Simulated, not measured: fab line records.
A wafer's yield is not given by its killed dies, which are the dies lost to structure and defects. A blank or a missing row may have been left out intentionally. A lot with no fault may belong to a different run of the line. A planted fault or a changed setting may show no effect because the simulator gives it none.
The tool behind it: which one? | flow rit-cmos | 13 lots, 39 wafers sampled, at 3 steps of a route of 202

== WHAT THE GAUGES SHOWED, per wafer ==
RIT_ACTIVE_CD_MEAS_11: target cd 1400 nm. Usual: 1400.6 nm for cd-nm, sd 2.2.
lot  | measured    | on        | cd-nm (nm)           | flag
L896 | day 1 19:35 | cd-sem-01 | 1401.6 1402.7 1403.5 |
L897 | day 2 00:29 | cd-sem-01 | 1401.3 1402.0 1402.6 |
L898 | day 2 05:34 | cd-sem-01 | 1400.4 1403.9 1404.6 |
L899 | day 2 10:35 | cd-sem-01 | 1400.4 1398.9 1403.2 |
L900 | day 2 16:30 | cd-sem-01 | 1400.9 1400.4 1400.8 |
L901 | day 2 20:35 | cd-sem-01 | 1400.5 1400.7 1399.4 |
L909 | day 4 12:36 | cd-sem-01 | 1398.8 1400.7 1397.4 |
L912 | day 5 05:26 | cd-sem-02 | 1401.9 1401.9 1404.5 |
L913 | day 5 08:34 | cd-sem-02 | 1399.2 1400.0 1397.2 |
L914 | day 5 13:35 | cd-sem-02 | 1397.6 1399.5 1396.4 |
L915 | day 5 18:34 | cd-sem-02 | 1400.8 1403.0 1401.5 |
L916 | day 5 23:40 | cd-sem-01 | 1400.9 1400.2 1401.6 |
L918 | day 6 10:58 | cd-sem-02 | 1399.9 1400.4 1399.8 |

RIT_SPACER_THK_MEAS_04. Usual: SPACER_NITRIDE_THK typically reads 249.2 nm, with standard deviation 2.6.
lot  | measured    | on            | SPACER_NITRIDE_THK (nm) | flag
L896 | day 3 03:05 | film-metro-02 | 250.7 252.1 249.6       |
L897 | day 3 06:52 | film-metro-02 | 247.5 248.0 246.7       |
L898 | day 3 12:29 | film-metro-01 | 246.3 244.8 245.1       |
L899 | day 3 17:08 | film-metro-01 | 252.1 250.9 250.2       |
L900 | day 4 00:52 | film-metro-04 | 246.6 244.3 244.2       |
L901 | day 4 04:02 | film-metro-01 | 248.2 245.0 248.0       |
L909 | day 5 20:58 | film-metro-02 | 255.2 254.2 256.3       |
L912 | day 6 11:58 | film-metro-01 | 250.9 249.9 250.0       |
L913 | day 6 15:27 | film-metro-04 | 246.1 248.7 244.1       |
L914 | day 6 21:44 | film-metro-01 | 249.6 247.3 247.2       |
L915 | day 7 00:51 | film-metro-02 | 255.0 252.2 252.6       |
L916 | day 7 08:22 | film-metro-04 | 248.9 249.3 248.1       |
L918 | day 7 17:06 | film-metro-01 | 248.7 250.0 252.1       |

== WHICH TOOL RAN EACH LOT (tool, then ch and the chambers of the sampled wafers, then the start) ==
lot  | RIT_ACTIVE_CLEAN_16
L896 | wet-bench-01 ch 0, day 1 20:28
L897 | wet-bench-04 ch 0, day 2 01:19
L898 | wet-bench-01 ch 0, day 2 06:26
L899 | wet-bench-01 ch 0, day 2 11:26
L900 | wet-bench-01 ch 0, day 2 17:24
L901 | wet-bench-04 ch 0, day 2 21:26
L909 | wet-bench-04 ch 2, day 4 13:26
L912 | wet-bench-01 ch 0, day 5 06:17
L913 | wet-bench-02 ch 2, day 5 09:26
L914 | wet-bench-04 ch 3, day 5 14:46
L915 | wet-bench-02 ch 2, day 5 19:26
L916 | wet-bench-02 ch 1, day 6 00:31
L918 | wet-bench-02 ch 2, day 6 11:49
- RIT_ACTIVE_CLEAN_16: cleans in dHF, time 30 s.

== AS READ BY THE TOOLS THEMSELVES (means over the sampled wafers that have a number; for cases with no such wafer, the mark the record gives instead) ==
RIT_ACTIVE_CLEAN_16. Usual: 57.9 s for run-length-s, sd 2.4.
lot  | tool         | run-length-s (s) | flag
L896 | wet-bench-01 | 62.4             |
L897 | wet-bench-04 | 57.3             |
L898 | wet-bench-01 | 56.2             |
L899 | wet-bench-01 | 56.1             |
L900 | wet-bench-01 | 62.8             |
L901 | wet-bench-04 | 58.5             |
L909 | wet-bench-04 | 41.8             | OFF
L912 | wet-bench-01 | 56.7             |
L913 | wet-bench-02 | 56.1             |
L914 | wet-bench-04 | 62.3             |
L915 | wet-bench-02 | 56.5             |
L916 | wet-bench-02 | 57.5             |
L918 | wet-bench-02 | 57.1             |

== THE ANSWER, worked out from the rows above alone ==
Rule: a lot counts as off when the mean over its wafers that have a number is more than 3 standard deviations away from the usual mean. Also off: a lot with no number at a reading for which 4 or more lots have one. Where the step has rows for the other lots, those lots are counted as sound. First the gauges in route order, then the tools' own readings, where a lot's mean is used as printed above. At the first step where some lot is off, the reading lying furthest off is the one used; lots without a number count as furthest.
Off: L909 (RIT_ACTIVE_CLEAN_16, run-length-s).
A tool fits if, at that step or a process step before it, it ran every lot that is off, and no sound lot after the first of them. Not one of the candidates tried fits.

== WHAT THE SIMULATOR PUT IN ==
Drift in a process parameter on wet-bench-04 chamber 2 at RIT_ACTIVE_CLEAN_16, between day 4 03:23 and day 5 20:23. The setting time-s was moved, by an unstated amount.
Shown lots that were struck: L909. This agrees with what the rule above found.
